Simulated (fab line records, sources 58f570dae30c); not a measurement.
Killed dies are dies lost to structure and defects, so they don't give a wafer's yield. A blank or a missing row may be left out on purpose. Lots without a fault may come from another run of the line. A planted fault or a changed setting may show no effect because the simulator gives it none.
Which tool did it? | flow berkeley_cmos170 | 15 lots, 45 wafers sampled, at 3 steps of a route of 331

WHAT THE GAUGES READ, wafer by wafer
UCB170_M1_CD_MEAS_90: target cd 700 nm.
lot  | measured     | on        | cd_nm (nm)
L894 | day 8 11:18  | cd_sem-02 | 704.2 702.4 703.1
L892 | day 8 12:16  | cd_sem-02 | 698.8 699.9 700.1
L895 | day 9 05:24  | cd_sem-02 | 699.3 703.8 701.8
L896 | day 9 05:35  | cd_sem-01 | 698.0 699.4 700.9
L897 | day 9 08:33  | cd_sem-01 | 697.5 697.7 698.4
L898 | day 9 08:49  | cd_sem-01 | 700.6 699.2 699.8
L899 | day 9 09:31  | cd_sem-02 | 700.4 700.6 699.5
L901 | day 9 22:24  | cd_sem-01 | 699.1 701.8 699.6
L900 | day 9 23:44  | cd_sem-02 | 701.6 702.4 702.4
L902 | day 10 08:39 | cd_sem-01 | 699.5 695.6 687.4
L904 | day 10 10:28 | cd_sem-02 | 688.8 700.8 687.4
L909 | day 11 09:43 | cd_sem-01 | 700.9 698.1 699.3
L906 | day 11 10:01 | cd_sem-01 | 700.3 689.2 697.2
L911 | day 12 12:34 | cd_sem-02 | 698.2 696.2 698.3
L912 | day 12 15:01 | cd_sem-02 | 697.7 698.8 701.9

WHICH TOOL RAN EACH LOT (tool, then ch and the chambers of the sampled wafers, then the start)
lot  | UCB170_M1_METAL_ETCH_12           | UCB170_M1_STRIP_13
L894 | rie_metal-03 ch 1, day 8 10:54    | plasma_asher-04 ch 0,1, day 8 11:07
L892 | rie_metal-01 ch 0,1, day 8 11:50  | plasma_asher-03 ch 0,1, day 8 11:58
L895 | rie_metal-03 ch 0,1, day 9 05:10  | plasma_asher-03 ch 0,1, day 9 05:18
L896 | rie_metal-01 ch 0,1, day 9 05:22  | plasma_asher-04 ch 0,1, day 9 05:29
L897 | rie_metal-04 ch 0,1, day 9 08:18  | plasma_asher-03 ch 0,1, day 9 08:26
L898 | rie_metal-03 ch 0,1, day 9 08:35  | plasma_asher-01 ch 0,1, day 9 08:43
L899 | rie_metal-01 ch 0,1, day 9 09:16  | plasma_asher-04 ch 0,1, day 9 09:24
L901 | rie_metal-04 ch 0,1, day 9 22:08  | plasma_asher-01 ch 0,1, day 9 22:17
L900 | rie_metal-03 ch 0,1, day 9 23:30  | plasma_asher-03 ch 0,1, day 9 23:38
L902 | rie_metal-04 ch 0,1, day 10 08:25 | plasma_asher-03 ch 0,1, day 10 08:33
L904 | rie_metal-04 ch 0,1, day 10 10:14 | plasma_asher-01 ch 0,1, day 10 10:22
L909 | rie_metal-01 ch 0,1, day 11 09:28 | plasma_asher-04 ch 0,1, day 11 09:35
L906 | rie_metal-04 ch 0,1, day 11 09:47 | plasma_asher-01 ch 0,1, day 11 09:54
L911 | rie_metal-01 ch 0,1, day 12 12:20 | plasma_asher-03 ch 0,1, day 12 12:28
L912 | rie_metal-01 ch 0,1, day 12 14:47 | plasma_asher-03 ch 0,1, day 12 14:54
- UCB170_M1_METAL_ETCH_12: etches Al in Cl2/BCl3, stops on PSG, target depth 780 nm, time 130 s.
- UCB170_M1_STRIP_13: strips in O2.

WHAT THE TOOLS THEMSELVES READ (means of the sampled wafers that have a number; where no wafer has one, the mark that the record gives instead)
UCB170_M1_METAL_ETCH_12.
lot  | tool         | bcl3_flow_sccm (sccm) | drypump_motor_current_A (A) | oes_product_au (a.u.) | run_length_s (s) | throttle_valve_pct (%)
L894 | rie_metal-03 | 44.91                 | 5.6                         | 0.843                 | 158.5            | 24.52
L892 | rie_metal-01 | 44.97                 | 5.8                         | 0.848                 | 158.4            | 24.55
L895 | rie_metal-03 | 45.06                 | 4.9                         | 0.843                 | 157.8            | 24.43
L896 | rie_metal-01 | 45.09                 | 5.9                         | 0.845                 | 158.5            | 24.56
L897 | rie_metal-04 | 45.02                 | 6.0                         | 0.857                 | 158.4            | 24.38
L898 | rie_metal-03 | 44.98                 | 5.3                         | 0.847                 | 158.0            | 24.47
L899 | rie_metal-01 | 44.79                 | 5.6                         | 0.840                 | 158.4            | 24.43
L901 | rie_metal-04 | 44.99                 | 6.0                         | 0.849                 | 158.5            | 24.37
L900 | rie_metal-03 | 44.99                 | 4.9                         | 0.836                 | 158.2            | 24.43
L902 | rie_metal-04 | 45.09                 | 6.0                         | 0.807                 | 175.6            | 24.40
L904 | rie_metal-04 | 45.06                 | 5.8                         | 0.767                 | 192.8            | 24.39
L909 | rie_metal-01 | 45.04                 | 5.6                         | 0.836                 | 158.3            | 24.44
L906 | rie_metal-04 | 44.98                 | 5.9                         | 0.817                 | 175.6            | 24.39
L911 | rie_metal-01 | 45.00                 | 5.9                         | 0.857                 | 158.7            | 24.55
L912 | rie_metal-01 | 45.02                 | 5.9                         | 0.840                 | 158.4            | 24.55

UCB170_M1_STRIP_13.
lot  | tool            | drypump_motor_current_A (A) | oes_product_au (a.u.)
L894 | plasma_asher-04 | 5.9                         | 0.719
L892 | plasma_asher-03 | 6.0                         | 0.729
L895 | plasma_asher-03 | 5.9                         | 0.721
L896 | plasma_asher-04 | 6.2                         | 0.723
L897 | plasma_asher-03 | 6.2                         | 0.720
L898 | plasma_asher-01 | 5.5                         | 0.725
L899 | plasma_asher-04 | 6.2                         | 0.721
L901 | plasma_asher-01 | 5.5                         | 0.720
L900 | plasma_asher-03 | 5.9                         | 0.722
L902 | plasma_asher-03 | 6.2                         | 0.682
L904 | plasma_asher-01 | 5.4                         | 0.631
L909 | plasma_asher-04 | 5.9                         | 0.722
L906 | plasma_asher-01 | 5.5                         | 0.678
L911 | plasma_asher-03 | 6.2                         | 0.722
L912 | plasma_asher-03 | 6.0                         | 0.724

THE ANSWER, worked out from the rows above alone
Rule: what is usual is taken from the lots themselves. Put in order of their means at a reading, lots are off if they are a third of the lots or fewer, leave a main group of 4 or more, and stand apart from it by a gap of 3 or more times the standard deviation of the main group's means; of several such gaps the widest counts. A main group whose means are all the same, to the digits that the tables above print for the reading, isn't used. A lot without any number at a reading at which 4 lots or more have one is off too. The other lots that the step has rows for count as sound. The gauges are gone through in route order, then the tools' own readings, and for those a lot's mean is taken as printed above. The first step at which some lot is off is used, and at that step the reading that is off furthest; a lot without a number counts as furthest.
Off: L902, L904, L906, at UCB170_M1_METAL_ETCH_12 (run_length_s). The main group: mean 158.3 s, standard deviation 0.23.
A tool fits if, at that step or a process step before it, it ran every lot that is off, and no sound lot after the first of them. One fits: rie_metal-04 at UCB170_M1_METAL_ETCH_12. Its last sound lot is L901 (day 9 22:08), its first lot that is off L902 (day 10 08:25): a fault that began between those two fits.
The tool's own readings at UCB170_M1_METAL_ETCH_12 bear it out: on the lots that are off they differ by more than 5 times the standard deviation of the sound lots' means. oes_product_au reads 0.797 a.u. there against 0.845 a.u. on the sound lots; run_length_s reads 181.3 s there against 158.3 s on the sound lots.

WHAT THE SIMULATOR HAD PUT IN
Process parameter drift: rie_metal-04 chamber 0, from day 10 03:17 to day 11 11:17, at UCB170_M1_METAL_ETCH_12. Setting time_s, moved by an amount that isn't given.
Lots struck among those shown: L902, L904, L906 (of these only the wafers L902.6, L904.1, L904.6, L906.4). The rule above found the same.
